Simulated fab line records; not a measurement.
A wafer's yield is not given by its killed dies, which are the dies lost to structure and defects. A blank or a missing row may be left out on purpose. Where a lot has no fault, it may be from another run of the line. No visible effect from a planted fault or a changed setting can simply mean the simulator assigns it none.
Check for tools in common | flow rit cmos | Sampled: 14 lots, 42 wafers

## REASON IT WAS OPENED
RIT_PSD_TW_MEAS_10, reading PSD_TW: flagged on 2 of 14 lots. Wafers without a fault read 3444, standard deviation 34.
Rule: flag the lot when none of its wafers has a number, or when each of its wafers that has one lies beyond 4 standard deviations from that mean. The other lots count as sound.

lot  | measured    | on            | PSD_TW, wafer by wafer | flag
L623 | day 3 06:11 | film metro-01 | 3412 3415 3421         |
L624 | day 3 09:24 | film metro-01 | 3404 3387 3393         |
L625 | day 3 13:06 | film metro-04 | 3456 3463 3454         |
L626 | day 3 19:35 | film metro-04 | 3469 3479 3467         |
L628 | day 4 04:09 | film metro-04 | 3468 3496 3448         |
L629 | day 4 09:32 | film metro-01 | 3387 3413 3391         |
L631 | day 4 18:32 | film metro-01 | 3416 3418 3415         |
L632 | day 4 23:06 | film metro-02 | 3502 3498 3512         |
L633 | day 5 07:18 | film metro-04 | 3457 3459 3461         |
L640 | day 6 14:40 | film metro-02 | 30 30 30               | FLAGGED
L641 | day 6 19:14 | film metro-01 | 30 30 30               | FLAGGED
L642 | day 7 00:25 | film metro-02 | 3456 3461 3449         |
L644 | day 7 10:40 | film metro-01 | 3396 3384 3389         |
L645 | day 7 15:53 | film metro-02 | 3432 3436 3440         |
On average the flagged lots read 30, which is -3414 against the usual, or -99 or more standard deviations.

## EACH LOT AND THE TOOL IT RAN ON
The record holds 1 process step before the reading, out of a route of 202 steps. Read each cell as the tool, then ch plus the chambers that the sampled wafers visited, then the start.
lot  | flag    | RIT_PSD_IMPLANT_08
L623 |         | implanter-04 ch 0, day 3 05:53
L624 |         | implanter-03 ch 0, day 3 09:05
L625 |         | implanter-04 ch 0, day 3 12:47
L626 |         | implanter-03 ch 0, day 3 19:16
L628 |         | implanter-04 ch 0, day 4 03:50
L629 |         | implanter-03 ch 0, day 4 09:13
L631 |         | implanter-03 ch 0, day 4 18:15
L632 |         | implanter-02 ch 0, day 4 22:47
L633 |         | implanter-04 ch 0, day 5 06:59
L640 | FLAGGED | implanter-03, day 6 14:20
L641 | FLAGGED | implanter-03, day 6 18:54
L642 |         | implanter-03 ch 0, day 7 00:07
L644 |         | implanter-03 ch 0, day 7 10:20
L645 |         | implanter-03 ch 0, day 7 15:35
What the steps here do:
- RIT_PSD_IMPLANT_08
- RIT_PSD_TW_MEAS_10

## FLAGGED OVER TOTAL, TOOL BY TOOL (the gauges that took the reading come last)
step               | tool          | lots run | flagged | share of the flagged lots | sound lots run after its first flagged lot
RIT_PSD_IMPLANT_08 | implanter-02  | 1        | 0       | none                      | -
RIT_PSD_IMPLANT_08 | implanter-03  | 9        | 2       | all                       | 3 (L642,L644,L645)
RIT_PSD_IMPLANT_08 | implanter-04  | 4        | 0       | none                      | -
RIT_PSD_TW_MEAS_10 | film metro-01 | 6        | 1       | some                      | 1 (L644)
RIT_PSD_TW_MEAS_10 | film metro-02 | 4        | 1       | some                      | 2 (L642,L645)
RIT_PSD_TW_MEAS_10 | film metro-04 | 4        | 0       | none                      | -

## WHAT THE TABLE PERMITS
All flagged lots share 1 row of the table, namely implanter-03 at RIT_PSD_IMPLANT_08.
- implanter-03 at RIT_PSD_IMPLANT_08 ran 9 lots, 2 of them flagged. After the first flagged lot (L642, L644, L645), sound lots still ran on it; a lasting fault on the whole tool would not permit that. On the flagged lots its readings are blank where sound lots have values: beam energy keV, beam on s, end station pressure torr.
None of the table's rows ran every flagged lot and, after the first, no sound lot.

## WHAT WAS PUT IN BY THE SIMULATOR
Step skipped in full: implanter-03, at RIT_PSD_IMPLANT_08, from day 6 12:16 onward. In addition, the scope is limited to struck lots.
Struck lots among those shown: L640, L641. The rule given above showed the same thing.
